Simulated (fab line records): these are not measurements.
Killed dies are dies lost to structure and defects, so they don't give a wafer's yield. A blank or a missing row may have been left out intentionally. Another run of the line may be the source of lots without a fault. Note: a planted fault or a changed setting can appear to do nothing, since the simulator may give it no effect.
The same fault as seen by 2 desks | flow rit_cmos | every desk sees just its own numbers, and what lay behind them comes last

## AT THE METROLOGY DESK
Means of the sampled wafers that have a number, per lot and without regard to the tool the lot ran on: this is what the gauges read. If a lot's mean is further than 4 standard deviations from the usual mean, the lot is out of limits and carries the mark OUT (the distance appears in the brackets).
Columns: A = NSD_RS at RIT_SDANNEAL_RS_MEAS_05, usual 84.58 ohm/sq
lot  | first seen here | A
L498 | day 3 11:45     | 84.33
L499 | day 3 16:58     | 84.41
L500 | day 3 20:36     | 84.73
L502 | day 4 08:55     | 84.69
L503 | day 4 12:35     | 84.82
L506 | day 5 06:35     | 84.47
L509 | day 5 18:23     | 84.25
L510 | day 5 20:55     | 84.83
L511 | day 6 03:59     | 84.15
L512 | day 6 09:14     | 84.92
L513 | day 6 11:22     | 84.58
L514 | day 6 17:17     | 81.14 (-14) OUT
L515 | day 7 00:03     | 84.27
L516 | day 7 02:30     | 81.57 (-12) OUT
Per this desk, out of limits: L514, L516; the first was L514, day 6 17:17 (NSD_RS at RIT_SDANNEAL_RS_MEAS_05). L498, L499, L500, L502, L503, L506, L509, L510, L511, L512, L513, L515 stayed within limits.

## FOR THE TOOL OWNER'S DESK: implanter-04
For each lot that ran on this tool, the mean over its sampled wafers that have a number, from the tool's own readings at RIT_NSD_IMPLANT_08. If a lot's mean is further than 4 standard deviations from the usual mean, the lot is out of limits and carries the mark OUT (the distance appears in the brackets).
Columns: A = dose_ions_cm2 at RIT_NSD_IMPLANT_08, usual 1.0001e+15; B = faraday_current_uA at RIT_NSD_IMPLANT_08, usual 3138; C = tilt_deg at RIT_NSD_IMPLANT_08, usual 7.005 degrees
lot  | first seen here | A                    | B    | C
L498 | day 3 09:14     | 9.9973e+14           | 3146 | 7.008
L502 | day 4 06:34     | 9.9907e+14           | 3088 | 7.010
L503 | day 4 10:05     | 1.0019e+15           | 3154 | 7.019
L510 | day 5 18:15     | 9.9977e+14           | 3134 | 7.007
L513 | day 6 08:54     | 9.9977e+14           | 3099 | 6.993
L514 | day 6 14:54     | 1.0549e+15 (+50) OUT | 3332 | 7.008
L516 | day 6 23:51     | 1.0536e+15 (+49) OUT | 3298 | 6.997
This desk finds L514, L516 out of limits, L514 being first, at day 6 14:54 (dose_ions_cm2 at RIT_NSD_IMPLANT_08). L498, L502, L503, L510, L513 stayed within limits.

## TAKEN TOGETHER
An alarm could have come from the tool owner's desk at day 6 14:54, on L514, L516.
L514, L516 would have let the metrology desk raise an alarm at day 6 17:17.
Every lot named ran RIT_NSD_IMPLANT_08 on implanter-04.

## WHAT THE SIMULATOR PUT IN
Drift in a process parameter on implanter-04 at RIT_NSD_IMPLANT_08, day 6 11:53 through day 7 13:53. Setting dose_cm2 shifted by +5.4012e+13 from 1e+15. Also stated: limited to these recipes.
Lots struck among those shown: L514, L516.
Time in hours from fault onset to the first out-of-limits reading at each desk: tool owner's desk 3, metrology desk 5.
